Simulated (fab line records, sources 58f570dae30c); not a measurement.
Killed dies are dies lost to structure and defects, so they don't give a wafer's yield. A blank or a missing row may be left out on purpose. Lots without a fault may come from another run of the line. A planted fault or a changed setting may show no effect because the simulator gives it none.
Tool commonality check | flow berkeley_cmos170 | 14 lots, 42 wafers sampled

WHY IT WAS OPENED
At UCB170_NSD_TW_MEAS_10 the reading NSD_TW is flagged on 2 of 14 lots. Wafers without a fault read 4196, standard deviation 35.
Rule: a lot is flagged when every wafer of it that has a number lies more than 4 standard deviations from that mean, or none has a number. The other lots count as sound.

lot  | measured     | on            | NSD_TW, wafer by wafer | flag
L411 | day 7 07:22  | film_metro-01 | 4235 4266 4256         |
L413 | day 7 09:26  | film_metro-01 | 4229 4244 4233         |
L412 | day 7 09:43  | film_metro-04 | 4176 4166 4171         |
L414 | day 7 15:38  | film_metro-02 | 4168 4156 4159         |
L417 | day 8 06:34  | film_metro-04 | 4147 4166 4155         |
L415 | day 8 06:59  | film_metro-01 | 4253 4250 4276         |
L419 | day 8 15:40  | film_metro-02 | 4179 4184 4174         |
L424 | day 9 03:04  | film_metro-01 | 3960 3944 3970         | FLAGGED
L421 | day 9 03:19  | film_metro-02 | 4155 4140 4149         |
L423 | day 9 03:37  | film_metro-01 | 4209 4217 4221         |
L420 | day 9 03:52  | film_metro-04 | 3914 3915 3933         | FLAGGED
L429 | day 10 08:28 | film_metro-01 | 4200 4223 4203         |
L427 | day 10 08:43 | film_metro-01 | 4197 4220 4244         |
L430 | day 10 18:49 | film_metro-01 | 4212 4211 4205         |
The numbers of the flagged lots are 3939 on average: -257 against the usual, or -7 standard deviations.

WHICH TOOL RAN EACH LOT
The record holds 3 process steps before the reading, out of a route of 331 steps. In each cell: the tool, then ch and the chambers that the sampled wafers went through, then the start.
lot  | flag    | UCB170_GATE_STRIP_16                 | UCB170_NSD_IMPLANT_08           | UCB170_NSD_STRIP_09
L411 |         | plasma_asher-04 ch 0,1, day 6 16:41  | implanter-04 ch 0, day 7 07:07  | plasma_asher-02 ch 0,1, day 7 07:16
L413 |         | plasma_asher-02 ch 0,1, day 6 17:05  | implanter-04 ch 0, day 7 09:11  | plasma_asher-03 ch 0,1, day 7 09:20
L412 |         | plasma_asher-03 ch 0,1, day 6 16:58  | implanter-02 ch 0, day 7 09:28  | plasma_asher-04 ch 0,1, day 7 09:37
L414 |         | plasma_asher-03 ch 0,1, day 7 03:58  | implanter-04 ch 0, day 7 15:24  | plasma_asher-02 ch 0,1, day 7 15:32
L417 |         | plasma_asher-03 ch 0,1, day 7 18:26  | implanter-01 ch 0, day 8 06:21  | plasma_asher-04 ch 0,1, day 8 06:29
L415 |         | plasma_asher-02 ch 0,1, day 7 17:38  | implanter-01 ch 0, day 8 06:44  | plasma_asher-04 ch 0,1, day 8 06:53
L419 |         | plasma_asher-02 ch 1, day 8 01:58    | implanter-01 ch 0, day 8 15:26  | plasma_asher-02 ch 0,1, day 8 15:33
L424 | FLAGGED | plasma_asher-04 ch 1, day 8 14:46    | implanter-01 ch 0, day 9 02:49  | plasma_asher-03 ch 0,1, day 9 02:57
L421 |         | plasma_asher-02 ch 0,1, day 8 15:08  | implanter-02 ch 0, day 9 03:04  | plasma_asher-04 ch 0,1, day 9 03:13
L423 |         | plasma_asher-03 ch 1, day 8 14:53    | implanter-04 ch 0, day 9 03:22  | plasma_asher-02 ch 0,1, day 9 03:30
L420 | FLAGGED | plasma_asher-03 ch 0,1, day 8 15:22  | implanter-01 ch 0, day 9 03:37  | plasma_asher-04 ch 0,1, day 9 03:46
L429 |         | plasma_asher-02 ch 0,1, day 9 14:43  | implanter-04 ch 0, day 10 08:14 | plasma_asher-02 ch 0,1, day 10 08:21
L427 |         | plasma_asher-03 ch 0, day 9 14:35    | implanter-04 ch 0, day 10 08:28 | plasma_asher-02 ch 0,1, day 10 08:37
L430 |         | plasma_asher-03 ch 0,1, day 10 05:43 | implanter-04 ch 0, day 10 18:34 | plasma_asher-04 ch 0,1, day 10 18:43
What these steps do:
- UCB170_GATE_STRIP_16: strips in O2.
- UCB170_NSD_IMPLANT_08
- UCB170_NSD_STRIP_09: strips in O2.
- UCB170_NSD_TW_MEAS_10

FLAGGED OVER TOTAL, TOOL BY TOOL (the gauges that took the reading come last)
step                  | tool            | lots run | flagged | share of the flagged lots | sound lots run after its first flagged lot
UCB170_GATE_STRIP_16  | plasma_asher-02 | 5        | 0       | none                      | -
UCB170_GATE_STRIP_16  | plasma_asher-03 | 7        | 1       | some                      | 2 (L427,L430)
UCB170_GATE_STRIP_16  | plasma_asher-04 | 2        | 1       | some                      | 0
UCB170_NSD_IMPLANT_08 | implanter-01    | 5        | 2       | all                       | 0
UCB170_NSD_IMPLANT_08 | implanter-02    | 2        | 0       | none                      | -
UCB170_NSD_IMPLANT_08 | implanter-04    | 7        | 0       | none                      | -
UCB170_NSD_STRIP_09   | plasma_asher-02 | 6        | 0       | none                      | -
UCB170_NSD_STRIP_09   | plasma_asher-03 | 2        | 1       | some                      | 0
UCB170_NSD_STRIP_09   | plasma_asher-04 | 6        | 1       | some                      | 1 (L430)
UCB170_NSD_TW_MEAS_10 | film_metro-01   | 8        | 1       | some                      | 4 (L423,L429,L427,L430)
UCB170_NSD_TW_MEAS_10 | film_metro-02   | 3        | 0       | none                      | -
UCB170_NSD_TW_MEAS_10 | film_metro-04   | 3        | 1       | some                      | 0

WHAT THE TABLE ALLOWS
1 row of the table ran every flagged lot: implanter-01 at UCB170_NSD_IMPLANT_08.
- implanter-01 at UCB170_NSD_IMPLANT_08: 2 of its 5 lots flagged. Its last sound lot is L419 (day 8 15:26), its first flagged lot L424 (day 9 02:49): a fault that began between those two fits. Its own readings lie more than 4 standard deviations out on every wafer of the flagged lots: dose_ions_cm2, end_station_pressure_torr, faraday_current_uA.
One tool is left: implanter-01 at UCB170_NSD_IMPLANT_08.

WHAT THE SIMULATOR HAD PUT IN
Process parameter drift: implanter-01, from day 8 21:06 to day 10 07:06, at UCB170_NSD_IMPLANT_08. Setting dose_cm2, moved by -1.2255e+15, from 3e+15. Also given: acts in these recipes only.
Lots struck among those shown: L424, L420. The rule above found the same.
